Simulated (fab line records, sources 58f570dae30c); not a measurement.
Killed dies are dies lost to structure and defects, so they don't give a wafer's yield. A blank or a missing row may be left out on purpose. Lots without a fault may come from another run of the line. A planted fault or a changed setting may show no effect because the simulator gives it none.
Chamber matching | flow berkeley_cmos170 | UCB170_M3_ETCH_17 on rie_diel-02: 4 sister chambers
The step etches BARC in N2/H2. 14 wafers are shown with their chamber, then 7 later ones without.

WAFERS WITH THEIR CHAMBER
wafer  | chamber | throttle_valve_pct (%) | oes_product_au (a.u.)
L581.3 | 3       | 13.28                  | 1.000
L581.4 | 2       | 13.45                  | 0.985
L581.5 | 3       | 13.27                  | 0.992
L583.2 | 2       | 13.46                  | 0.999
L583.3 | 0       | 13.25                  | 0.968
L583.5 | 3       | 13.29                  | 0.984
L584.1 | 2       | 13.44                  | 0.984
L584.5 | 2       | 13.45                  | 0.993
L584.6 | 1       | 13.28                  | 0.994
L589.2 | 2       | 13.45                  | 0.992
L589.5 | 2       | 13.44                  | 0.997
L589.6 | 1       | 13.31                  | 0.992
L591.1 | 0       | 13.29                  | 0.976
L591.3 | 2       | 13.44                  | 0.982

SIGNATURES (means of the wafers above)
reading            | chamber 0 | chamber 1 | chamber 2 | chamber 3 | scatter within a chamber
throttle_valve_pct | 13.2700   | 13.2950   | 13.4471   | 13.2800   | 0.0134
oes_product_au     | 0.97200   | 0.99300   | 0.99029   | 0.99200   | 0.00655
Rule: a wafer's distance from a chamber is the root of the sum, over the readings, of the square of ((its reading less the chamber's mean) divided by the reading's scatter). The wafer belongs to the nearest chamber; if the next one is less than 2 further off, it can't be placed. The scatter: the root of (the sum of the squares of (reading less its chamber's mean) over the shown wafers, divided by (wafers less chambers)).

WAFERS WITHOUT THEIR CHAMBER
wafer  | throttle_valve_pct (%) | oes_product_au (a.u.)
L591.6 | 13.27                  | 0.984
L594.1 | 13.31                  | 0.990
L594.5 | 13.30                  | 0.994
L594.6 | 13.45                  | 0.986
L597.1 | 13.44                  | 0.976
L597.3 | 13.28                  | 0.993
L597.5 | 13.27                  | 0.972

WHICH CHAMBER EACH WENT THROUGH
wafer  | from the rows above          | in truth
L591.6 | can't be placed: 3 or 0 or 1 | 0
L594.1 | can't be placed: 1 or 3      | 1
L594.5 | can't be placed: 1 or 3      | 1
L594.6 | 2                            | 2
L597.1 | 2                            | 2
L597.3 | can't be placed: 3 or 1      | 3
L597.5 | 0                            | 0
Placed correctly: 3 of 7. Can't be placed from these rows: 4 (the true chamber is among the candidates in 4). Placed wrongly: 0.
